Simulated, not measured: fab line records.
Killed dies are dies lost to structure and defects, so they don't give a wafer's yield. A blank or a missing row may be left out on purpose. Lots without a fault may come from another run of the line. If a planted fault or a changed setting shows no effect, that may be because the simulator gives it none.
The tool behind it: which one? | flow rit_cmos | 42 wafers from 14 lots sampled at 4 of the route's 202 steps

## WHAT THE GAUGES READ, wafer by wafer
RIT_GATE_CD_MEAS_90: target cd 150 nm. Usual: cd_nm 149.2 nm, standard deviation 2.2.
lot  | measured    | on        | cd_nm (nm)        | flag
L509 | day 2 14:30 | cd_sem-01 | 150.0 149.3 147.3 |
L510 | day 2 21:16 | cd_sem-01 | 145.9 148.0 145.0 |
L511 | day 3 00:47 | cd_sem-01 | 147.4 146.0 145.5 |
L513 | day 3 15:28 | cd_sem-01 | 149.3 152.8 152.0 |
L514 | day 3 16:53 | cd_sem-02 | 150.0 148.8 150.7 |
L515 | day 3 20:26 | cd_sem-02 | 147.8 148.4 148.4 |
L516 | day 4 02:50 | cd_sem-02 | 148.1 147.1 148.7 |
L517 | day 4 09:40 | cd_sem-02 | 150.9 148.7 149.0 |
L519 | day 4 18:29 | cd_sem-02 | 155.7 151.8 153.6 |
L523 | day 5 17:58 | cd_sem-01 | - - -             | OFF
L524 | day 6 03:19 | cd_sem-01 | - - -             | OFF
L529 | day 6 23:14 | cd_sem-01 | 149.8 151.0 149.7 |
L530 | day 7 07:52 | cd_sem-02 | 148.4 150.6 149.2 |
L532 | day 7 15:28 | cd_sem-01 | 146.4 148.0 143.3 |

RIT_CONTACT_CD_MEAS_90: target cd 1000 nm. Usual: cd_nm 1000.2 nm, standard deviation 1.9.
lot  | measured    | on        | cd_nm (nm)           | flag
L509 | day 3 06:25 | cd_sem-02 | 998.9 999.3 1001.5   |
L510 | day 3 12:07 | cd_sem-02 | 999.0 999.7 1001.8   |
L511 | day 3 16:02 | cd_sem-02 | 999.7 999.4 998.9    |
L513 | day 4 07:43 | cd_sem-01 | 1000.2 1000.2 999.2  |
L514 | day 4 09:28 | cd_sem-02 | 997.3 995.9 998.8    |
L515 | day 4 11:27 | cd_sem-02 | 999.2 998.2 999.2    |
L516 | day 4 18:02 | cd_sem-01 | 999.1 997.1 1001.1   |
L517 | day 5 01:27 | cd_sem-01 | 1002.2 1001.5 999.6  |
L519 | day 5 14:28 | cd_sem-01 | 1002.1 1001.9 1000.5 |
L529 | day 7 15:22 | cd_sem-02 | 1002.9 1000.0 1002.9 |
L530 | day 8 00:00 | cd_sem-01 | 1001.3 1000.8 1001.0 |
L532 | day 8 07:50 | cd_sem-02 | 1002.0 1001.0 1002.4 |

RIT_M1_OVL_MEAS_10. Usual: M1_OVL gives -0.5 nm (standard deviation 1.5).
lot  | measured    | on         | M1_OVL (nm)    | flag
L509 | day 3 08:29 | overlay-01 | -1.9 -0.8 -1.4 |
L510 | day 3 14:02 | overlay-02 | -0.8 -1.1 -0.9 |
L511 | day 3 17:59 | overlay-01 | 0.1 1.7 0.9    |
L513 | day 4 09:52 | overlay-02 | 0.9 0.3 0.6    |
L514 | day 4 11:24 | overlay-02 | -0.2 1.2 -0.6  |
L515 | day 4 13:31 | overlay-02 | -2.5 -2.7 -1.7 |
L516 | day 4 20:06 | overlay-02 | -1.2 0.2 0.4   |
L517 | day 5 03:44 | overlay-01 | -0.5 -1.7 -1.1 |
L519 | day 5 16:27 | overlay-02 | 0.4 -0.7 1.0   |
L529 | day 7 17:19 | overlay-01 | 1.7 2.9 2.1    |
L530 | day 8 02:14 | overlay-02 | -1.0 -1.8 -2.0 |
L532 | day 8 09:53 | overlay-02 | -0.6 -0.5 -1.0 |

## EACH LOT AND THE TOOL THAT RAN IT (in order: tool; ch and the chambers of the sampled wafers; start)
lot  | RIT_GATE_ETCH_19
L509 | rie_si-01 ch 0,2,3, day 2 14:13
L510 | rie_si-02 ch 1,2,3, day 2 20:58
L511 | rie_si-01 ch 0,2,3, day 3 00:31
L513 | rie_si-01 ch 2,3, day 3 15:11
L514 | rie_si-02 ch 2,3, day 3 16:35
L515 | rie_si-01 ch 0,1, day 3 20:09
L516 | rie_si-02 ch 1,2, day 4 02:33
L517 | rie_si-01 ch 1,2,3, day 4 09:20
L519 | rie_si-01 ch 0,1,3, day 4 18:12
L523 | rie_si-01 ch 1,2, day 5 17:40
L524 | rie_si-02 ch 0,1,3, day 6 02:59
L529 | rie_si-01 ch 0,3, day 6 22:56
L530 | rie_si-02 ch 0,2,3, day 7 07:35
L532 | rie_si-02 ch 0,2,3, day 7 15:09
- RIT_GATE_ETCH_19: etches poly-Si in SF6/CHF3/O2, stops on SiO2, time 165 s, target depth 312.5 nm.

## WHAT THE TOOLS THEMSELVES READ (means of the sampled wafers that have a number; where no wafer has one, the mark that the record gives instead)
RIT_GATE_ETCH_19. Usual: CHF3_flow_sccm 30.00 sccm, standard deviation 0.084; O2_flow_sccm 4.999 sccm, standard deviation 0.015; drypump_motor_current_A 5.6 A, standard deviation 0.37; oes_product_au 0.856 a.u., standard deviation 0.013; throttle_valve_pct 10.28 %, standard deviation 0.15.
lot  | tool      | CHF3_flow_sccm (sccm) | O2_flow_sccm (sccm) | drypump_motor_current_A (A) | oes_product_au (a.u.) | throttle_valve_pct (%) | flag
L509 | rie_si-01 | 29.97                 | 5.013               | 5.4                         | 0.859                 | 10.29                  |
L510 | rie_si-02 | 30.04                 | 4.999               | 5.7                         | 0.855                 | 10.15                  |
L511 | rie_si-01 | 30.02                 | 5.011               | 5.4                         | 0.864                 | 10.29                  |
L513 | rie_si-01 | 29.95                 | 4.998               | 5.3                         | 0.862                 | 10.30                  |
L514 | rie_si-02 | 29.98                 | 5.007               | 5.7                         | 0.854                 | 10.12                  |
L515 | rie_si-01 | 29.95                 | 4.994               | 5.9                         | 0.848                 | 10.47                  |
L516 | rie_si-02 | 30.03                 | 4.999               | 5.6                         | 0.848                 | 10.18                  |
L517 | rie_si-01 | 29.91                 | 4.994               | 5.6                         | 0.851                 | 10.40                  |
L519 | rie_si-01 | 30.01                 | 5.001               | 5.7                         | 0.846                 | 10.38                  |
L523 | rie_si-01 | -                     | -                   | -                           | -                     | -                      | OFF
L524 | rie_si-02 | -                     | -                   | -                           | -                     | -                      | OFF
L529 | rie_si-01 | 30.03                 | 5.019               | 5.6                         | 0.836                 | 10.30                  |
L530 | rie_si-02 | 29.90                 | 4.993               | 5.8                         | 0.862                 | 10.22                  |
L532 | rie_si-02 | 30.06                 | 5.001               | 5.8                         | 0.863                 | 10.22                  |

## THE ANSWER, worked out from the rows above alone
Rule: a lot is off if the mean of its wafers that have a number lies more than 3 standard deviations from the usual mean. Also off: a lot with no number at a reading for which 4 or more lots have one. The other lots that the step has rows for count as sound. Order of review: gauges by route order, followed by the tools' own readings, for which a lot's mean as printed above is used. The first step at which some lot is off is used, and at that step the reading that is off furthest; a lot without a number counts as furthest.
Off at RIT_GATE_CD_MEAS_90 (cd_nm): L523, L524. Without a number there: L523, L524.
If a tool, at a process step before that reading, ran all the lots that are off and no sound lot after the first of them, it fits. The gauges at RIT_GATE_CD_MEAS_90 aren't tried: what is off there is off at RIT_GATE_ETCH_19 too, on other tools, and a gauge's error can't cause that. No candidate that was tried fits.

## WHAT WAS PUT IN BY THE SIMULATOR
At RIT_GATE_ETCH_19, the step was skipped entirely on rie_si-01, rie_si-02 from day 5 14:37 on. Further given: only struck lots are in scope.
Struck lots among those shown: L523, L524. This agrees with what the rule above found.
